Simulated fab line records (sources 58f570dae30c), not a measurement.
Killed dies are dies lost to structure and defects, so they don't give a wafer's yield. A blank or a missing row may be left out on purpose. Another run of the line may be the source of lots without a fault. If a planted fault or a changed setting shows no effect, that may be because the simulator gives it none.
Which tool is to blame? | flow berkeley_cmos170 | Sampling: 7 lots, 21 wafers, 3 of 331 route steps

WHAT THE GAUGES SHOWED, per wafer
UCB170_PLDD_TW_MEAS_11.
lot  | measured     | on            | PLDD_TW
L521 | day 8 12:46  | film_metro-02 | 1009 1010 1010
L525 | day 8 13:02  | film_metro-02 | 1009 1013 1005
L529 | day 9 02:58  | film_metro-01 | 1023 1023 1016
L532 | day 10 02:44 | film_metro-01 | 1099 1101 1101
L534 | day 10 07:49 | film_metro-01 | 1013 1015 1017
L537 | day 11 13:35 | film_metro-01 | 1008 1014 1012
L541 | day 11 12:37 | film_metro-01 | 1009 1010 1013

WHAT TOOL EACH LOT RAN ON (gives the tool, then ch and the chambers of the sampled wafers, and finally the start)
lot  | UCB170_PWELL_ETCH_14              | UCB170_PLDD_IMPLANT_08
L521 | rie_diel-03 ch 0,1, day 4 12:19   | implanter-03 ch 0, day 8 12:23
L525 | rie_diel-04 ch 1,3, day 4 20:33   | implanter-01 ch 0, day 8 12:35
L529 | rie_diel-01 ch 1,2, day 5 09:01   | implanter-04 ch 0, day 9 02:34
L532 | rie_diel-04 ch 1,3, day 6 01:19   | implanter-01 ch 0, day 10 02:21
L534 | rie_diel-01 ch 0,1, day 6 12:20   | implanter-03 ch 0, day 10 07:27
L537 | rie_diel-04 ch 0,2,3, day 7 11:16 | implanter-03 ch 0, day 11 13:11
L541 | rie_diel-04 ch 0,1,3, day 7 20:50 | implanter-03 ch 0, day 11 12:13
- UCB170_PWELL_ETCH_14: etches Si3N4 in CH3F/Ar/O2, stops on SiO2, target depth 242 nm, time 151 s.
- UCB170_PLDD_IMPLANT_08

THE ANSWER, worked out from the rows above alone
Rule: the usual values come from the lots themselves. The widest of any qualifying gaps counts: lots, ordered by their means at a reading, are off when they make up no more than a third of the lots, leave a main group of 4 or more, and stand apart from it by 3 or more times the standard deviation of that group's means. The tables above print the reading to a certain number of digits; a main group whose means all agree to those digits is not used. Also off: a lot with no number at a reading for which 4 or more lots have one. Any other lot the step has rows for is counted as sound.
Off: L532, seen at UCB170_PLDD_TW_MEAS_11 (PLDD_TW). Mean 1013 and standard deviation 4 in the main group.
A tool fits if, at a process step before that reading, it ran every lot that is off, and no sound lot after the first of them. Those tools and the gauges at UCB170_PLDD_TW_MEAS_11 are tried in the same way. One fits: UCB170_PLDD_IMPLANT_08 on implanter-01. Its last sound lot is L525 (day 8 12:35), its first lot that is off L532 (day 10 02:21): a fault that began between those two fits.

WHAT THE SIMULATOR PUT IN
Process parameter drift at UCB170_PLDD_IMPLANT_08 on implanter-01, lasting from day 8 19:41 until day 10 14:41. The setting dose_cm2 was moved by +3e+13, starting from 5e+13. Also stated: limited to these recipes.
Struck lots among those shown: L532. The rule above found the same.
